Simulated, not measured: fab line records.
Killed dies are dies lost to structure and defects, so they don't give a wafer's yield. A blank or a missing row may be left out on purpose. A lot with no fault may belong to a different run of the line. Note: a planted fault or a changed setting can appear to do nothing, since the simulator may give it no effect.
2 desks looking at one fault / flow berkeley-cmos170 / each desk has only its own numbers; what lay behind them comes last

== TOOL OWNER'S DESK, cmp-01 ==
The tool's own readings at UCB170_V1_CMP_02 (polishes SiO2): means of the sampled wafers that have a number, for each lot that ran on this tool. Marked OUT: a lot whose mean sits more than 4 standard deviations from the usual mean, which makes it out of limits; the brackets give that distance.
Columns: A = motor-current-A at UCB170_V1_CMP_02, usual 16.2 A; B = platen-rpm at UCB170_V1_CMP_02, usual 60.00 rpm; C = slurry-flow-ml-min at UCB170_V1_CMP_02, usual 150.0
lot=L132; first seen here=day 6 15:13; A=16.9; B=59.96; C=149.5
lot=L134; first seen here=day 7 17:04; A=16.6; B=60.01; C=150.2
lot=L136; first seen here=day 7 21:23; A=17.6; B=60.00; C=149.1
lot=L133; first seen here=day 8 03:48; A=17.0; B=59.95; C=149.9
lot=L151; first seen here=day 11 09:28; A=16.8; B=60.03; C=150.0
lot=L155; first seen here=day 11 15:19; A=17.2; B=60.01; C=149.7
lot=L152; first seen here=day 11 19:41; A=16.4; B=60.00; C=150.3
Finding of this desk: none of the 7 lots has anything out of limits.

== FROM THE METROLOGY DESK ==
Means of the sampled wafers that have a number, per lot and without regard to the tool the lot ran on: this is what the gauges read. Marked OUT: a lot whose mean sits more than 4 standard deviations from the usual mean, which makes it out of limits; the brackets give that distance.
Columns: A = V1_POLISHED_THK at UCB170_V1_THK_MEAS_04, usual 999.9 nm; B = M2_AL_RS at UCB170_M2_RS_MEAS_02, usual 0.03208 ohm/sq
lot=L132; first seen here=day 6 15:33; A=999.5; B=0.03233
lot=L134; first seen here=day 7 17:29; A=999.8; B=0.03184
lot=L135; first seen here=day 7 21:40; A=1001.2; B=0.03251
lot=L136; first seen here=day 7 21:45; A=1166.3 (+99 or more) OUT; B=0.03208
lot=L133; first seen here=day 8 04:14; A=1081.9 (+63) OUT; B=0.03172
lot=L138; first seen here=day 8 13:22; A=1001.7; B=0.03218
lot=L143; first seen here=day 9 19:20; A=999.8; B=0.03178
lot=L149; first seen here=day 10 20:56; A=999.3; B=0.03222
lot=L151; first seen here=day 11 09:53; A=1001.5; B=0.03197
lot=L150; first seen here=day 11 09:58; A=1000.5; B=0.03198
lot=L155; first seen here=day 11 15:46; A=999.1; B=0.03235
lot=L154; first seen here=day 11 17:15; A=999.8; B=0.03198
lot=L153; first seen here=day 11 19:49; A=997.9; B=0.03230
lot=L152; first seen here=day 11 20:07; A=1000.6; B=0.03198
This desk reports L133, L136 out of limits; the earliest was L136 at day 7 21:45 (V1_POLISHED_THK at UCB170_V1_THK_MEAS_04). Within limits: L132, L134, L135, L138, L143, L149, L151, L150, L155, L154, L153, L152.

== ALL TOGETHER ==
At day 7 21:45 the metrology desk could have sounded an alarm, on L133, L136.
Nothing out of limits was seen by the tool owner's desk.
Tool owner's desk: L133, L136 on record, inside its limits.
All the named lots went through UCB170_V1_CMP_02 on cmp-01.

== WHAT THE SIMULATOR HAD INSERTED ==
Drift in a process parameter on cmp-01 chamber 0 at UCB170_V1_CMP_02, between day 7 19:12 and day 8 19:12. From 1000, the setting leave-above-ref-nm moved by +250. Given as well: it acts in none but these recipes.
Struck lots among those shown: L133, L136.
Per desk, hours elapsed from the start of the fault to the first reading out of limits: for the metrology desk, 3.
